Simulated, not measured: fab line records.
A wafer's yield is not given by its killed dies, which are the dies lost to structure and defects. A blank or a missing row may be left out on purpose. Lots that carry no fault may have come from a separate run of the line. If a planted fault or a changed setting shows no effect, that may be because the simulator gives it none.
A lot that was struck, set against a sound lot -- flow berkeley-cmos170 -- 44 steps out of a route of 331
Sound: wafers L897.1, L897.5, L897.6. The struck wafers were L905.1, L905.2, L905.6. The cause is given at the end.
At each step with rows: each side's tool, then ch and its chambers, then its first start. Under that, the readings that differ: sound wafers -- struck wafers -- difference of the means -- sigmas: that difference in standard deviations of wafers without a fault.
alike: same words and numbers on both sides, and readings whose means sit less than 2 such deviations apart. not compared: any withheld reading, any reading some wafer has no value for, any bound like >300 that may hide the same value, and any number with overlapping values for which the record gives no deviation.
Wherever a step has rows on one side only, a row that says differs or no value, or a row with sigmas, the two part there. Numbers that don't overlap but have no deviation are shown without sigmas and don't part them. Lack of a reading on every wafer of one side parts them only where that side has two or more wafers.

UCB170_GATE_ETCH_15: etches poly-Si in HBr/Cl2, stops on SiO2, time 57.48 s, target depth 278.2 nm.
  sound on rie-si-02 ch 1,2, day 8 19:01; struck on rie-si-02 ch 0,2, day 11 00:37
  alike: drypump-motor-current-A, oes-product-au, throttle-valve-pct
  not compared: rf-hours-counter-h
UCB170_GATE_STRIP_16: strips in O2.
  sound on plasma-asher-04 ch 0,1, day 8 19:04; struck on plasma-asher-03 ch 0,1, day 11 00:40
reading,sound,struck,difference,sigmas
oes-product-au (a.u.),0.721 0.719 0.715,0.727 0.731 0.730,+0.011,+2
  alike: drypump-motor-current-A
  not compared: rf-hours-counter-h
UCB170_GATE_CD_MEAS_90 targets a cd of 350 nm.
  sound on cd-sem-01, day 8 19:10; struck on cd-sem-01, day 11 00:46
  alike: cd-nm
then, 7 steps without rows for these wafers: UCB170_GATE_CLEAN_17 (cleans in SPM, time 600 s); UCB170_PLDD_HMDS_00 (prime time 60 s); UCB170_PLDD_COAT_01 (resist thk 900 nm); UCB170_PLDD_SOFTBAKE_02 (time 60 s); UCB170_PLDD_EXPOSE_03 (exposes mask PSELECT, target cd 1200 nm); UCB170_PLDD_PEB_04; UCB170_PLDD_DEVELOP_05 (develop time 45 s).
UCB170_PLDD_CD_MEAS_06 targets a cd of 1200 nm.
  sound on cd-sem-02, day 8 21:37; struck on cd-sem-01, day 11 02:14
reading,sound,struck,difference,sigmas
cd-nm (nm),1199.7 1196.9 1197.7,1201.4 1201.9 1200.5,+3.2,+2
UCB170_PLDD_OVL_MEAS_07:
  sound on overlay-01, day 8 21:44; struck on overlay-01, day 11 02:21
reading,sound,struck,difference,sigmas
PLDD_OVL (nm),12 10 4,-6 4 -5,-11,-2
UCB170_PLDD_IMPLANT_08:
  sound on implanter-04 ch 0, day 8 21:46; struck on implanter-04 ch 0, day 11 02:23
reading,sound,struck,difference,sigmas
tilt-deg (degrees),7.000 6.994 7.032,7.979 7.979 8.002,+0.978,+49
  alike: rotation-deg
then, 1 step without rows for these wafers: UCB170_PLDD_IMPLANT_09.
UCB170_PLDD_STRIP_10: strips in O2.
  sound on plasma-asher-03 ch 0,1, day 8 22:04; struck on plasma-asher-03 ch 0,1, day 11 02:41
reading,sound,struck,difference,sigmas
strip-time-to-endpoint-s (s),21.63 21.73 21.69,21.48 21.51 21.59,-0.16,-2
  alike: drypump-motor-current-A, oes-product-au
  not compared: rf-hours-counter-h
UCB170_PLDD_TW_MEAS_11:
  sound on film-metro-01, day 8 22:11; struck on film-metro-02, day 11 02:47
  alike: PLDD_TW
then, 7 steps without rows for these wafers: UCB170_PLDD_CLEAN_12 (cleans in SPM, time 600 s); UCB170_NLDD_HMDS_00 (prime time 60 s); UCB170_NLDD_COAT_01 (resist thk 900 nm); UCB170_NLDD_SOFTBAKE_02 (time 60 s); UCB170_NLDD_EXPOSE_03 (exposes mask NSELECT, target cd 1200 nm); UCB170_NLDD_PEB_04; UCB170_NLDD_DEVELOP_05 (develop time 45 s).
UCB170_NLDD_CD_MEAS_06 targets a cd of 1200 nm.
  sound on cd-sem-01, day 8 23:44; struck on cd-sem-01, day 11 04:37
  alike: cd-nm
UCB170_NLDD_OVL_MEAS_07:
  sound on overlay-01, day 8 23:52; struck on overlay-02, day 11 04:44
  alike: NLDD_OVL
then, 2 steps without rows for these wafers: UCB170_NLDD_IMPLANT_08; UCB170_NLDD_IMPLANT_09.
UCB170_NLDD_STRIP_10: strips in O2.
  sound on plasma-asher-02 ch 0,1, day 9 00:11; struck on plasma-asher-01 ch 0,1, day 11 05:04
  alike: drypump-motor-current-A, oes-product-au, strip-time-to-endpoint-s
  not compared: rf-hours-counter-h
UCB170_NLDD_TW_MEAS_11:
  sound on film-metro-02, day 9 00:17; struck on film-metro-01, day 11 05:10
  alike: NLDD_TW
then, 2 steps without rows for these wafers: UCB170_NLDD_CLEAN_12 (cleans in SPM, time 600 s); UCB170_SPACER_CVD_00 (deposits SiO2 from TEOS/O2, target thk 376 nm, time 47 s).
UCB170_SPACER_THK_MEAS_01:
  sound on film-metro-04, day 9 00:45; struck on film-metro-02, day 11 05:44
  alike: SPACER_TEOS_THK
then, 1 step without rows for these wafers: UCB170_SPACER_ANNEAL_02 (time 1800 s).
UCB170_SPACER_ETCHBACK_03: etches SiO2 in CHF3/CF4/Ar, stops on Si, target depth 376 nm, time 100 s.
  sound on rie-diel-02 ch 2,3, day 9 04:05; struck on rie-diel-02 ch 0,1,2, day 11 11:41
  alike: drypump-motor-current-A, mfc-ar-sccm, oes-product-au, throttle-valve-pct
  not compared: rf-hours-counter-h
then, 6 steps without rows for these wafers: UCB170_PSD_HMDS_00 (prime time 60 s); UCB170_PSD_COAT_01 (resist thk 900 nm); UCB170_PSD_SOFTBAKE_02 (time 60 s); UCB170_PSD_EXPOSE_03 (exposes mask PSELECT MOD, target cd 1200 nm); UCB170_PSD_PEB_04; UCB170_PSD_DEVELOP_05 (develop time 45 s).
UCB170_PSD_CD_MEAS_06 targets a cd of 1200 nm.
  sound on cd-sem-02, day 9 05:20; struck on cd-sem-01, day 11 13:28
  alike: cd-nm
UCB170_PSD_OVL_MEAS_07:
  sound on overlay-01, day 9 05:27; struck on overlay-02, day 11 13:35
  alike: PSD_OVL
UCB170_SDANNEAL_RS_MEAS_04: measures by four-point-probe.
  sound on film-metro-02, day 9 09:29; struck on film-metro-01, day 11 20:30
reading,sound,struck,difference,sigmas
PLDD_RS (ohm/sq),1031.7 1030.0 1033.9,- - -,no value on the struck wafers,
then, 1 step without rows for these wafers: UCB170_M3_PROBE_99.

WHERE THEY PART
At UCB170_GATE_STRIP_16 first; at UCB170_SDANNEAL_RS_MEAS_04 last (within this record only).

WHY: whatever the simulator had introduced
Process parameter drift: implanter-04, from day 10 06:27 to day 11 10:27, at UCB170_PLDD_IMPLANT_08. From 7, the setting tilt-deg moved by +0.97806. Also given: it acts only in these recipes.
